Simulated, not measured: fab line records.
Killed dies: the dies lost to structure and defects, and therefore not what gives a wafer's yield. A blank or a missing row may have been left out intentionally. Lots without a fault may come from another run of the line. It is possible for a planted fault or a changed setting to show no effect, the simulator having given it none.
Which tool is to blame?    flow rit-cmos    42 wafers from 14 lots sampled at 2 of the route's 202 steps

## WHAT THE GAUGES READ, wafer by wafer
RIT_PLDD_OVL_MEAS_06.
lot   measured     on          PLDD_OVL (nm)
L302  day 3 01:20  overlay-02  1.8 2.8 2.6
L303  day 3 06:43  overlay-01  0.7 0.5 2.1
L306  day 3 23:34  overlay-02  2.9 1.8 2.2
L308  day 4 05:56  overlay-02  1.9 -0.2 -0.1
L309  day 4 07:46  overlay-01  1.2 0.5 -0.4
L311  day 4 20:13  overlay-01  -1.4 -0.8 0.3
L312  day 4 21:56  overlay-01  3.9 2.9 2.7
L314  day 5 08:14  overlay-02  -0.7 -0.5 -1.4
L316  day 5 16:17  overlay-02  1.5 0.0 -0.8
L318  day 6 03:47  overlay-01  1.2 0.0 1.2
L320  day 6 13:19  overlay-02  -0.7 2.4 3.1
L321  day 6 17:53  overlay-01  3185.5 3184.1 3185.2 3183.0 3182.0 3182.8
L322  day 6 23:40  overlay-02  3182.8 3182.8 3182.1 3180.8 3180.7 3179.9
L325  day 7 13:37  overlay-02  0.6 0.7 -0.3

## EACH LOT AND THE TOOL THAT RAN IT (in order: tool; ch and the chambers of the sampled wafers; start)
lot   RIT_PLDD_EXPOSE_03
L302  iline-stepper-02 ch 0, day 3 00:57
L303  iline-stepper-02 ch 0, day 3 06:13
L306  iline-stepper-02 ch 0, day 3 23:07
L308  iline-stepper-01 ch 0, day 4 05:20
L309  iline-stepper-02 ch 0, day 4 07:22
L311  iline-stepper-01 ch 0, day 4 19:49
L312  iline-stepper-01 ch 0, day 4 21:34
L314  iline-stepper-02 ch 0, day 5 07:51
L316  iline-stepper-01 ch 0, day 5 15:53
L318  iline-stepper-01 ch 0, day 6 03:23
L320  iline-stepper-01 ch 0, day 6 12:55
L321  iline-stepper-02 ch 0, day 6 17:32
L322  iline-stepper-02 ch 0, day 6 23:16
L325  iline-stepper-01 ch 0, day 7 13:13
- RIT_PLDD_EXPOSE_03: exposes mask M8, target cd 40900 nm.

## WHAT THE TOOLS THEMSELVES READ (means of the sampled wafers that have a number; where no wafer has one, the mark that the record gives instead)
The record holds no such reading with a usual standard deviation.

## THE ANSWER, worked out from the rows above alone
Rule: what is usual is taken from the lots themselves. The widest of any qualifying gaps counts: lots, ordered by their means at a reading, are off when they make up no more than a third of the lots, leave a main group of 4 or more, and stand apart from it by 3 or more times the standard deviation of that group's means. Not used: any main group whose means are identical at the precision the tables above print for the reading. Also off: a lot with no number at a reading for which 4 or more lots have one. Any other lot the step has rows for is counted as sound. The gauges are gone through in route order, then the tools' own readings, and for those a lot's mean is taken as printed above. At the first step where some lot is off, the reading lying furthest off is the one used; lots without a number count as furthest.
Off: at RIT_PLDD_OVL_MEAS_06 (PLDD_OVL), L321, L322. Mean 0.9 nm and standard deviation 1.2 in the main group.
If a tool, at a process step before that reading, ran all the lots that are off and no sound lot after the first of them, it fits. Gauges at RIT_PLDD_OVL_MEAS_06: tried the same way as those tools. One candidate fits, namely iline-stepper-02 at RIT_PLDD_EXPOSE_03. A fault onset in the window from L314 (day 5 07:51, its last sound lot) to L321 (day 6 17:32, its first lot off) fits.

## WHAT THE SIMULATOR PUT IN
Scanner matching overlay: iline-stepper-02, from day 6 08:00 on, at RIT_PLDD_EXPOSE_03. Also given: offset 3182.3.
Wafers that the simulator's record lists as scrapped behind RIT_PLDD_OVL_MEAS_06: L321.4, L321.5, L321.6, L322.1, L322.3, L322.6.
Struck lots among those shown: L321, L322. The same result came from the rule above.
